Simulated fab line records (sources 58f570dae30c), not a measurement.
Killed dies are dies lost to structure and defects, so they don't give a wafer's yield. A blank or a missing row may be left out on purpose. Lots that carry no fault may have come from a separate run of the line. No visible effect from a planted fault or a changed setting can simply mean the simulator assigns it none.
The tool behind it: which one? ; flow berkeleyCmos170 ; at 1 step of a route of 331, 7 lots with 21 wafers sampled

== WHAT THE GAUGES SHOWED, per wafer ==
UCB170_M1_OVL_MEAS_10.
lot;measured;on;M1_OVL (nm)
L474;day 7 05:16;overlay-01;2 8 5
L477;day 8 01:10;overlay-02;4 2 9
L482;day 9 14:22;overlay-02;-5 5 -3
L484;day 9 20:16;overlay-02;-2 -4 0
L490;day 10 11:55;overlay-01;6 6 -1
L492;day 11 10:04;overlay-02;1 -2 -6
L495;day 11 20:55;overlay-01;1 8 3

== WHICH TOOL RAN EACH LOT (tool, then ch and the chambers of the sampled wafers, then the start) ==
The record holds no process step before these readings.

== THE ANSWER, worked out from the rows above alone ==
Rule: usual is defined by the lots themselves. The widest of any qualifying gaps counts: lots, ordered by their means at a reading, are off when they make up no more than a third of the lots, leave a main group of 4 or more, and stand apart from it by 3 or more times the standard deviation of that group's means. A main group is skipped when, at the precision printed for the reading in the tables above, its means are all equal. Also off: a lot with no number at a reading for which 4 or more lots have one. Any other lot the step has rows for is counted as sound.
No lot is off on any of the readings shown, so nothing can be concluded from this.

== WHAT WAS PUT IN BY THE SIMULATOR ==
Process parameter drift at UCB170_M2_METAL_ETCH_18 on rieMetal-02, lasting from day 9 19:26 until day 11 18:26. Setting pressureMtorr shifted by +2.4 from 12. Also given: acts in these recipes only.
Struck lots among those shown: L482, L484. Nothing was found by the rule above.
